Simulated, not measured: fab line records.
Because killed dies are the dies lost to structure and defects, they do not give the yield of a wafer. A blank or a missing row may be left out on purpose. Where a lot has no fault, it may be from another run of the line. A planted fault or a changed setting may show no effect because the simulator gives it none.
A struck lot beside a sound one + flow ritCmos + 43 out of 202 route steps
Sound: wafers L244.1, L244.2, L244.6. Wafers struck: L254.3, L254.4, L254.5. At the end, the cause is stated.
For every step that has rows: the tool of each side, followed by ch and its chambers, followed by its first start. Under that, the readings that differ: sound wafers + struck wafers + difference of the means + sigmas: that difference in standard deviations of wafers without a fault.
alike: a reading whose means differ by less than 2 such deviations, as well as words and numbers matching on both sides. not compared: withheld readings; readings where some wafer has no value; bounds like >300 that might hide an equal value; numbers whose values overlap and for which the record gives no deviation.
Wherever a step has rows on one side only, a row that says differs or no value, or a row with sigmas, the two part there. Numbers that don't overlap but have no deviation are shown without sigmas and don't part them. Lack of a reading on every wafer of one side parts them only where that side has two or more wafers.

first, 1 step without rows for these wafers: RIT_SDANNEAL_CLEAN_02 (cleans in SC2, time 600 s).
RIT_SDANNEAL_RTA_03: time 5 s.
  sound on rtpAnneal-02 ch 0, day 3 07:05; struck on rtpAnneal-02 ch 0, day 5 03:48
  alike: wafer_temp_C_max
RIT_SDANNEAL_RS_MEAS_04: a four-point-probe measurement.
  struck on filmMetro-03, day 5 03:53; sound on filmMetro-02, day 3 07:09
| reading         | sound             | struck            | difference | sigmas |
|-----------------|-------------------|-------------------|------------|--------|
| PSD_RS (ohm/sq) | 116.5 116.5 116.0 | 115.2 115.4 115.6 | -0.9       | -3     |
RIT_SDANNEAL_RS_MEAS_05: a four-point-probe measurement.
  struck on filmMetro-03, day 5 04:00; sound on filmMetro-02, day 3 07:16
| reading         | sound             | struck            | difference | sigmas |
|-----------------|-------------------|-------------------|------------|--------|
| NSD_RS (ohm/sq) | 84.52 85.00 84.79 | 84.10 83.95 84.19 | -0.69      | -2     |
RIT_SDANNEAL_RS_MEAS_06: a four-point-probe measurement.
  struck on filmMetro-03, day 5 04:07; sound on filmMetro-02, day 3 07:23
  alike: PLDD_RS
RIT_SDANNEAL_RS_MEAS_07: a four-point-probe measurement.
  struck on filmMetro-03, day 5 04:14; sound on filmMetro-02, day 3 07:31
  alike: NLDD_RS
then, 1 step without rows for these wafers: RIT_SILICIDE_WET_ETCH_00 (etches SiO2 in BOE, target depth 14 nm, time 15 s).
RIT_SILICIDE_SPUTTER_01: material Ti, target thk 30 nm, time 240 s.
  struck on pvdSputter-04, day 5 04:20; sound on pvdSputter-04, day 3 07:38
  alike: throttleValvePct
RIT_SILICIDE_RS_MEAS_02: a four-point-probe measurement.
  struck on filmMetro-04, day 5 04:31; sound on filmMetro-03, day 3 07:47
  alike: SILICIDE_TI_RS
RIT_SILICIDE_THK_MEAS_03: measures by xrf.
  struck on filmMetro-04, day 5 04:37; sound on filmMetro-03, day 3 07:55
  alike: SILICIDE_TI_THK
then, 2 steps without rows for these wafers: RIT_SILICIDE_RTA_04 (time 10 s, ramp up 5 s, ramp down 5 s); RIT_SILICIDE_WET_ETCH_05 (etches Ti in SPM, time 120 s).
RIT_SILICIDE_RTA_06: time 10 s, ramp up 5 s, ramp down 10 s.
  sound on rtpAnneal-02 ch 0, day 3 08:05; struck on rtpAnneal-02 ch 0, day 5 04:48
  alike: wafer_temp_C_max
RIT_CONTACT_CVD_00: deposits SiO2 from TEOS, target thk 400 nm, time 61 s.
  sound on pecvd-01 ch 0,1, day 3 08:13; struck on pecvd-02 ch 0,1, day 5 04:50
  alike: heaterPowerW
RIT_CONTACT_THK_MEAS_01:
  struck on filmMetro-01, day 5 04:55; sound on filmMetro-01, day 3 08:16
  alike: CONTACT_TEOS_THK
then, 6 steps without rows for these wafers: RIT_CONTACT_HMDS_02 (prime time 60 s); RIT_CONTACT_COAT_03 (resist thk 1000 nm); RIT_CONTACT_SOFTBAKE_04 (time 60 s); RIT_CONTACT_EXPOSE_05 (exposes mask M11, target cd 1000 nm); RIT_CONTACT_PEB_06; RIT_CONTACT_DEVELOP_07 (develop time 120 s).
RIT_CONTACT_CD_MEAS_08: target cd 1000 nm.
  struck on cdSem-01, day 5 06:00; sound on cdSem-01, day 3 09:25
  alike: cdNm
RIT_CONTACT_OVL_MEAS_09:
  struck on overlay-02, day 5 06:06; sound on overlay-02, day 3 09:32
  alike: CONTACT_OVL
then, 2 steps without rows for these wafers: RIT_CONTACT_HARDBAKE_10 (time 60 s); RIT_CONTACT_ETCH_11 (etches SiO2 in CHF3/CF4/Ar, stops on TiSi2, target depth 480 nm, time 320 s).
RIT_CONTACT_STRIP_12: strips in O2, time 187.2 s.
  sound on plasmaAsher-02 ch 0,1, day 3 09:55; struck on plasmaAsher-01 ch 0,1, day 5 06:31
  alike: drypumpMotorCurrentA
  not compared: rfHoursCounterH
RIT_CONTACT_CD_MEAS_90: target cd 1000 nm.
  struck on cdSem-02, day 5 06:41; sound on cdSem-02, day 3 10:05
  alike: cdNm
then, 3 steps without rows for these wafers: RIT_CONTACT_CLEAN_13 (cleans in SC1, time 600 s); RIT_CONTACT_CLEAN_14 (cleans in SC2, time 600 s); RIT_M1_SPUTTER_00 (material Al, target thk 400 nm, time 500 s).
RIT_M1_RS_MEAS_01: a four-point-probe measurement.
  struck on filmMetro-03, day 5 07:26; sound on filmMetro-04, day 3 10:52
  alike: M1_AL_RS
RIT_M1_THK_MEAS_02: measures by xrf.
  struck on filmMetro-03, day 5 07:32; sound on filmMetro-04, day 3 10:59
  alike: M1_AL_THK
then, 6 steps without rows for these wafers: RIT_M1_HMDS_03 (prime time 60 s); RIT_M1_COAT_04 (resist thk 1317 nm); RIT_M1_SOFTBAKE_05 (time 60 s); RIT_M1_EXPOSE_06 (exposes mask M12, target cd 2600 nm); RIT_M1_PEB_07; RIT_M1_DEVELOP_08 (develop time 68 s).
RIT_M1_CD_MEAS_09: target cd 2600 nm.
  struck on cdSem-02, day 5 08:38; sound on cdSem-02, day 3 12:02
  alike: cdNm
RIT_M1_OVL_MEAS_10:
  struck on overlay-01, day 5 08:43; sound on overlay-01, day 3 12:10
  alike: M1_OVL
then, 1 step without rows for these wafers: RIT_M1_HARDBAKE_11 (time 120 s).
RIT_M1_METAL_ETCH_12: etches Al in Cl2/BCl3, stops on SiO2, time 165 s, target depth 600 nm.
  sound on rieMetal-03 ch 0,1, day 3 12:26; struck on rieMetal-01 ch 0,1, day 5 09:10
  alike: drypumpMotorCurrentA, oesProductAu, throttleValvePct
  not compared: rfHoursCounterH
RIT_M1_PROBE_99:
  struck on prober-02, day 5 11:28; sound on prober-01, day 3 14:42
| reading                        | sound             | struck            | difference | sigmas |
|--------------------------------|-------------------|-------------------|------------|--------|
| model.etest.npolySal.rsOhmSq   | 4.47 4.429 4.405  | 4.159 4.189 4.219 | -0.246     |        |
| model.etest.pplusSal.rsOhmSq   | 4.436 4.346 4.37  | 4.167 4.16 4.165  | -0.220     |        |
| model.etest.ppolySal.rsOhmSq   | 4.417 4.349 4.38  | 4.113 4.17 4.167  | -0.232     |        |
| model.etest.nplusSal.rsOhmSq   | 4.394 4.388 4.361 | 4.137 4.146 4.158 | -0.234     |        |
| model.etest.pplusSal.lineOhmUm | 1.269 1.252 1.261 | 1.204 1.222 1.208 | -0.049     |        |
| model.etest.nplusSal.lineOhmUm | 1.272 1.286 1.271 | 1.208 1.2 1.2     | -0.074     |        |
| model.etest.contactNplus.rcOhm | 1.382 1.426 1.377 | 1.376 1.321 1.348 | -0.047     |        |
  alike: killedAtContacts, killedAtFrontEnd, killedDies, killedOpen, killedShort
  not compared: model.etest.contactPpoly.rcOhm

== WHERE THEY PART ==
First at RIT_SDANNEAL_RS_MEAS_04; last, within this record, at RIT_SDANNEAL_RS_MEAS_05. Later steps at which nothing parts them and some readings are alike: RIT_SDANNEAL_RS_MEAS_06, RIT_SDANNEAL_RS_MEAS_07, RIT_SILICIDE_SPUTTER_01, RIT_SILICIDE_RS_MEAS_02, RIT_SILICIDE_THK_MEAS_03, RIT_SILICIDE_RTA_06, RIT_CONTACT_CVD_00, RIT_CONTACT_THK_MEAS_01, RIT_CONTACT_CD_MEAS_08, RIT_CONTACT_OVL_MEAS_09, RIT_CONTACT_STRIP_12, RIT_CONTACT_CD_MEAS_90, RIT_M1_RS_MEAS_01, RIT_M1_THK_MEAS_02, RIT_M1_CD_MEAS_09, RIT_M1_OVL_MEAS_10, RIT_M1_METAL_ETCH_12, RIT_M1_PROBE_99.

WHY: what had been put in by the simulator
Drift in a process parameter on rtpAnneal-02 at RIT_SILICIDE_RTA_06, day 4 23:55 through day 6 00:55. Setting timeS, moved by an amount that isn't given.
